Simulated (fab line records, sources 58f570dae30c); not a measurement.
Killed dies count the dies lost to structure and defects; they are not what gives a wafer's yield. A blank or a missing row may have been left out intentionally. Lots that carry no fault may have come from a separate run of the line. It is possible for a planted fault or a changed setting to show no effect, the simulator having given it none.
fab line records    flow berkeley-cmos170
[record] lots = 6  wafers = 18  last-day = 11
route steps=331 shown WELLDRIVE@58 ACTIVE@60
lots that met no fault: from a run of the same line without faults
start-h: hours from the record's first day to the start of the lot's first wafer shown    wait-h: hours from the lot's prior step to this one    " identical to the entry in the row above    L1.1+2: several wafers, shown together as one row    - no value, or no start given    * or withheld: withheld    < > ~ a bound
route shown NAME@n: names a module that has steps shown in the file, with the first one's number in the route    usual: mean and standard deviation over wafers with no fault    same: alike in all rows    chamber/n: place in a boat    sites: per-site readings    _std_site: the values' standard deviation    _edge_site: inner sites' mean taken away from outer sites' mean    radius-mm: for every site, how far away it sits from the centre of the wafer    mask NAME#n: copy n    behind: the tool/chamber that last shaped the wafer    hold: the reason the lot was held/the length of the hold in hours/how it ended    device: transistor that didn't switch, given as n, p or np    end of line: at the end of the route, the tests of the same wafers    step lacking rows: just its recipe    killed: not the wafer's yield, but the dies lost to structure and defects at the first sort    map: a wafer's dies, x killed, . not, _ none there
set.NAME: the run value of the setting; set.NAME@STEP: its run value at that earlier step    model.NAME: the simulator's own value behind a step, which no gauge read
certain route steps with their lots: each step a table, each wafer a row
services: the hour from which a tool's chamber was out of use, counted from the record's first day as start-h (under 0 if before that day), plus the number of hours and why
[[steps]]
[step UCB170_WELLDRIVE_ANNEAL_03]
[recipe] temp-c = 1100  time-s = 900  ambient = N2
[step UCB170_WELLDRIVE_WET_ETCH_04]
[recipe] chemistry = BOE  dilution = 5:1  target = SiO2  temp-c = 25  time-s = 120
[step UCB170_ACTIVE_CLEAN_00]
[recipe] chemistry = SPM  temp-c = 120  time-s = 600
[step UCB170_ACTIVE_CLEAN_01]
[recipe] chemistry = dHF  dilution = 25:1  time-s = 60
[step UCB170_ACTIVE_OXIDATION_02]
[recipe] temp-c = 1000  ambient = O2  target-thk-a = 264  ox-time-s = 1260
[step UCB170_ACTIVE_THK_MEAS_03]
[recipe] reads = SiO2_of_ACTIVE_OXIDATION_02
[usual] ACTIVE_OXIDE_THK = 26.2/0.53
lot.wafer  tool           chamber  start-h  wait-h  ACTIVE_OXIDE_THK[nm]
L893.1     film-metro-02  -        82.05    0.0     25.7
L893.2     "              -        "        "       26.2
L893.4     "              -        "        "       25.9
L895.2     film-metro-02  -        91.21    0.0     26.2
L895.3     "              -        "        "       26.3
L895.4     "              -        "        "       26.3
L896.3     film-metro-02  -        96.88    0.0     27.1
L896.4     "              -        "        "       26.5
L896.6     "              -        "        "       26.6
L902.1     film-metro-04  -        123.10   0.0     26.2
L902.5     "              -        "        "       25.9
L902.6     "              -        "        "       26.1
L907.1     film-metro-04  -        149.39   0.0     25.8
L907.2     "              -        "        "       25.4
L907.4     "              -        "        "       25.5
L911.1     film-metro-01  -        178.29   0.0     26.9
L911.2     "              -        "        "       26.6
L911.4     "              -        "        "       26.9
[step UCB170_ACTIVE_ANNEAL_04]
[recipe] temp-c = 1000  time-s = 900  ambient = N2
[step UCB170_ACTIVE_CVD_05]
[recipe] material = Si3N4  target-thk-nm = 220  temp-c = 800  precursor = SiH2Cl2/NH3  time-s = 3300  pressure-mtorr = 200  sih2cl2-flow-sccm = 25  nh3-flow-sccm = 75
[step UCB170_ACTIVE_THK_MEAS_06]
[recipe] reads = Si3N4_of_ACTIVE_CVD_05
[usual] ACTIVE_NITRIDE_THK = 220.8/1.8
lot.wafer  tool           chamber  start-h  wait-h  ACTIVE_NITRIDE_THK[nm]
L893.1     film-metro-04  -        87.60    0.0     222.2
L893.2     "              -        "        "       223.4
L893.4     "              -        "        "       224.2
L895.2     film-metro-02  -        99.24    0.2     220.5
L895.3     "              -        "        "       220.8
L895.4     "              -        "        "       220.6
L896.3     film-metro-04  -        101.55   0.0     220.9
L896.4     "              -        "        "       221.3
L896.6     "              -        "        "       220.6
L902.1     film-metro-04  -        127.95   0.0     219.4
L902.5     "              -        "        "       220.2
L902.6     "              -        "        "       218.1
L907.1     film-metro-04  -        155.95   0.0     221.4
L907.2     "              -        "        "       221.9
L907.4     "              -        "        "       222.3
L911.1     film-metro-04  -        183.81   0.0     222.0
L911.2     "              -        "        "       222.2
L911.4     "              -        "        "       222.0
[step UCB170_ACTIVE_HMDS_07]
[recipe] prime-time-s = 60  prime-temp-c = 100
[step UCB170_ACTIVE_COAT_08]
[recipe] resist = KrF  spin-rpm = 1500  resist-thk-nm = 900
[step UCB170_ACTIVE_SOFTBAKE_09]
[recipe] resist = KrF  temp-c = 130  time-s = 60
[step UCB170_ACTIVE_EXPOSE_10]
[recipe] mask-id = ACTIVE  target-cd-nm = 1200  na = 0.5  sigma-outer = 0.6  source-shape = conventional  dose-mj = 20
[usual] exposure-dose-mJ-cm2 = 19.983/0.022  focus-offset-nm = -0.1/0.51
lot.wafer  tool            chamber  start-h  wait-h  mask      exposure-dose-mJ-cm2  focus-offset-nm
L893.1     krf-scanner-01  0        88.72    0.4     ACTIVE#0  20.018                0.2
L893.2     "               0        "        "       ACTIVE#0  19.958                -0.2
L893.4     "               0        "        "       ACTIVE#0  19.994                -0.5
L895.2     krf-scanner-02  -        99.94    0.2     ACTIVE#0  -                     -
L895.3     "               -        "        "       ACTIVE#0  -                     -
L895.4     "               -        "        "       ACTIVE#0  -                     -
L896.3     krf-scanner-02  -        102.08   0.1     ACTIVE#0  -                     -
L896.4     "               -        "        "       ACTIVE#0  -                     -
L896.6     "               -        "        "       ACTIVE#0  -                     -
L902.1     krf-scanner-01  0        129.14   0.1     ACTIVE#0  19.934                0.4
L902.5     "               0        "        "       ACTIVE#0  19.967                0.4
L902.6     "               0        "        "       ACTIVE#0  19.967                -0.1
L907.1     krf-scanner-02  0        156.66   0.2     ACTIVE#0  20.018                -0.2
L907.2     "               0        "        "       ACTIVE#0  19.977                -0.8
L907.4     "               0        "        "       ACTIVE#0  19.994                -1.1
L911.1     krf-scanner-02  0        184.53   0.3     ACTIVE#0  20.006                -0.5
L911.2     "               0        "        "       ACTIVE#0  19.989                -0.1
L911.4     "               0        "        "       ACTIVE#0  19.997                0.4
[step UCB170_ACTIVE_PEB_11]
[recipe] peb-temp-c = 130  peb-time-s = withheld  resist = KrF
[[services]]
tool            chamber  start-h  hours  kind
krf-scanner-02  -        67.70    0.2    repair
krf-scanner-02  -        76.35    0.8    pm
krf-scanner-01  -        103.93   1.0    pm
krf-scanner-01  -        139.83   3.6    pm
krf-scanner-01  -        143.39   0.8    pm
krf-scanner-02  -        144.15   1.0    pm
krf-scanner-02  -        178.43   1.3    pm
krf-scanner-01  -        182.37   4.4    pm
[[key]]
[first-sign] step = UCB170_ACTIVE_EXPOSE_10  reading = tool-record  direction = missing
effect none on later readings
met-at UCB170_ACTIVE_EXPOSE_10
struck-wafers L895.2,L895.3,L895.4,L896.3,L896.4,L896.6
later-rows-left-out L895.2,L895.3,L895.4,L896.3,L896.4,L896.6
sort-left-out L895.2,L895.3,L895.4,L896.3,L896.4,L896.6
tester-left-out L895,L896
[fault] kind = skipped-step-whole  tool = krf-scanner-02  chamber = -  onset-h = 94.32  steps = UCB170_ACTIVE_EXPOSE_10  scope = struck-lots-only
// tester-left-out: of these lots the tester's yield and bins aren't shown, on N5 and GAA mostly nor the transistor test; their killed dies are dies lost to structure and defects alone, not to doping, threshold or leakage, so they don't give the yield
// sort-left-out: the simulated sort isn't trusted on such a fault, so these wafers' sort isn't shown, and their yield isn't known
// later-rows-left-out: the simulator's readings of these wafers behind a module that went badly wrong aren't trusted and aren't shown, but for the sort
